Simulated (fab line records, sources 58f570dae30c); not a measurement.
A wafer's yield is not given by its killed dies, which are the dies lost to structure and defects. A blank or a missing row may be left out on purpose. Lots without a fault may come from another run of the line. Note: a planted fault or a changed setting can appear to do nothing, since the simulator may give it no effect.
Matching of chambers || flow berkeley_cmos170 || cmp-01 running UCB170_V1_CMP_02: 4 sister chambers
The step polishes SiO2. 4 wafers are shown with their chamber, then 9 later ones without.

## WAFERS PAIRED WITH THEIR CHAMBERS
{"wafer": "L672.4", "chamber": 3, "motor_current_A (A)": 17.1}
{"wafer": "L675.2", "chamber": 0, "motor_current_A (A)": 15.0}
{"wafer": "L675.4", "chamber": 2, "motor_current_A (A)": 16.9}
{"wafer": "L675.6", "chamber": 1, "motor_current_A (A)": 14.9}

## WAFERS WITHOUT THEIR CHAMBER
{"wafer": "L676.1", "motor_current_A (A)": 17.1}
{"wafer": "L676.4", "motor_current_A (A)": 18.4}
{"wafer": "L676.5", "motor_current_A (A)": 14.5}
{"wafer": "L677.2", "motor_current_A (A)": 17.6}
{"wafer": "L677.4", "motor_current_A (A)": 14.6}
{"wafer": "L677.5", "motor_current_A (A)": 14.7}
{"wafer": "L679.1", "motor_current_A (A)": 14.1}
{"wafer": "L679.3", "motor_current_A (A)": 15.4}
{"wafer": "L679.5", "motor_current_A (A)": 15.1}

## THE CHAMBER EACH PASSED THROUGH
{"wafer": "L676.1", "from the rows above": "can't be placed: 3 or 2", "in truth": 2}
{"wafer": "L676.4", "from the rows above": "can't be placed: 3 or 2", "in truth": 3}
{"wafer": "L676.5", "from the rows above": "can't be placed: 1 or 0", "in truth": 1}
{"wafer": "L677.2", "from the rows above": "can't be placed: 3 or 2", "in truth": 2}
{"wafer": "L677.4", "from the rows above": "can't be placed: 1 or 0", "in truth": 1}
{"wafer": "L677.5", "from the rows above": "can't be placed: 1 or 0", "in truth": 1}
{"wafer": "L679.1", "from the rows above": "can't be placed: 1 or 0", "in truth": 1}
{"wafer": "L679.3", "from the rows above": "can't be placed: 0 or 1 or 2", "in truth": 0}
{"wafer": "L679.5", "from the rows above": "can't be placed: 0 or 1", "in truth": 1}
Correct placement for 0 of the 9. From these rows, 9 cannot be placed; in 9 the true chamber is one of the candidates. Number placed wrongly: 0.
How it was worked out, from the rows above alone: a wafer's distance from a chamber is the root of the sum, over the readings, of the square of ((its reading less the chamber's mean) divided by the reading's scatter). The wafer belongs to the nearest chamber; if the next one is less than 2 further off, it can't be placed. The mean given for a chamber averages the wafers shown for that chamber. The scatter: with one shown wafer a chamber, the root of the mean of the squares of how far each hidden wafer lies from its nearest shown one.
